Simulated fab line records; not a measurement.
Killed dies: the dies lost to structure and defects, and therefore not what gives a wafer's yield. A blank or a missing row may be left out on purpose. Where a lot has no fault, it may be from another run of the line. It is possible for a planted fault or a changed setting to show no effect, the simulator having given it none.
The tool behind it: which one? | flow rit_cmos | 12 lots with 36 wafers sampled at 2 steps, on a route of 202 steps

== WHAT THE GAUGES READ, wafer by wafer ==
RIT_CONTACT_THK_MEAS_01.
lot  | measured    | on            | CONTACT_TEOS_THK (nm)
L653 | day 3 03:16 | film_metro-04 | 420 413 419
L654 | day 3 09:56 | film_metro-01 | 412 415 415
L659 | day 4 08:16 | film_metro-04 | 406 406 412
L660 | day 4 13:22 | film_metro-02 | 348 410 416
L665 | day 5 15:05 | film_metro-04 | 410 409 415
L667 | day 6 03:15 | film_metro-04 | 415 423 424
L668 | day 6 10:19 | film_metro-02 | 413 415 419
L670 | day 6 16:28 | film_metro-04 | 401 405 407
L671 | day 7 02:44 | film_metro-02 | 409 414 421
L673 | day 7 10:50 | film_metro-04 | 416 412 414
L674 | day 7 14:31 | film_metro-01 | 412 422 422
L676 | day 7 22:19 | film_metro-04 | 414 412 410

== WHAT TOOL EACH LOT RAN ON (gives the tool, then ch and the chambers of the sampled wafers, and finally the start) ==
lot  | RIT_CONTACT_CVD_00
L653 | pecvd-01 ch 0,1,2, day 3 03:13
L654 | pecvd-02 ch 1,2, day 3 09:52
L659 | pecvd-01 ch 0,2, day 4 08:12
L660 | pecvd-02 ch 1,2, day 4 13:18
L665 | pecvd-01 ch 0,2, day 5 15:01
L667 | pecvd-03 ch 0,1,2, day 6 03:11
L668 | pecvd-01 ch 0,1,2, day 6 10:16
L670 | pecvd-01 ch 1,2, day 6 16:25
L671 | pecvd-03 ch 0,1,2, day 7 02:40
L673 | pecvd-01 ch 0,1, day 7 10:46
L674 | pecvd-03 ch 0,2, day 7 14:28
L676 | pecvd-01 ch 0,1,2, day 7 22:16
- RIT_CONTACT_CVD_00: deposits SiO2 from TEOS, target thk 400 nm, time 62.96 s.

== WHAT THE TOOLS THEMSELVES READ (means of the sampled wafers that have a number; where no wafer has one, the mark that the record gives instead) ==
RIT_CONTACT_CVD_00.
lot  | tool     | heater_power_w (W)
L653 | pecvd-01 | 399
L654 | pecvd-02 | 325
L659 | pecvd-01 | 355
L660 | pecvd-02 | 302
L665 | pecvd-01 | 369
L667 | pecvd-03 | 375
L668 | pecvd-01 | 394
L670 | pecvd-01 | 405
L671 | pecvd-03 | 363
L673 | pecvd-01 | 436
L674 | pecvd-03 | 374
L676 | pecvd-01 | 384

== THE ANSWER, worked out from the rows above alone ==
Rule: usual is defined by the lots themselves. Put in order of their means at a reading, lots are off if they are a third of the lots or fewer, leave a main group of 4 or more, and stand apart from it by a gap of 3 or more times the standard deviation of the main group's means; of several such gaps the widest counts. If all means in a main group match to the digits the tables above print for the reading, that group is not used. A lot without any number at a reading at which 4 lots or more have one is off too. The other lots that the step has rows for count as sound. Order of review: gauges by route order, followed by the tools' own readings, for which a lot's mean as printed above is used. The first step at which some lot is off is used, and at that step the reading that is off furthest; a lot without a number counts as furthest.
Across all readings shown, no lot is off: no conclusion can be drawn from this.

== WHAT HAD BEEN PUT IN BY THE SIMULATOR ==
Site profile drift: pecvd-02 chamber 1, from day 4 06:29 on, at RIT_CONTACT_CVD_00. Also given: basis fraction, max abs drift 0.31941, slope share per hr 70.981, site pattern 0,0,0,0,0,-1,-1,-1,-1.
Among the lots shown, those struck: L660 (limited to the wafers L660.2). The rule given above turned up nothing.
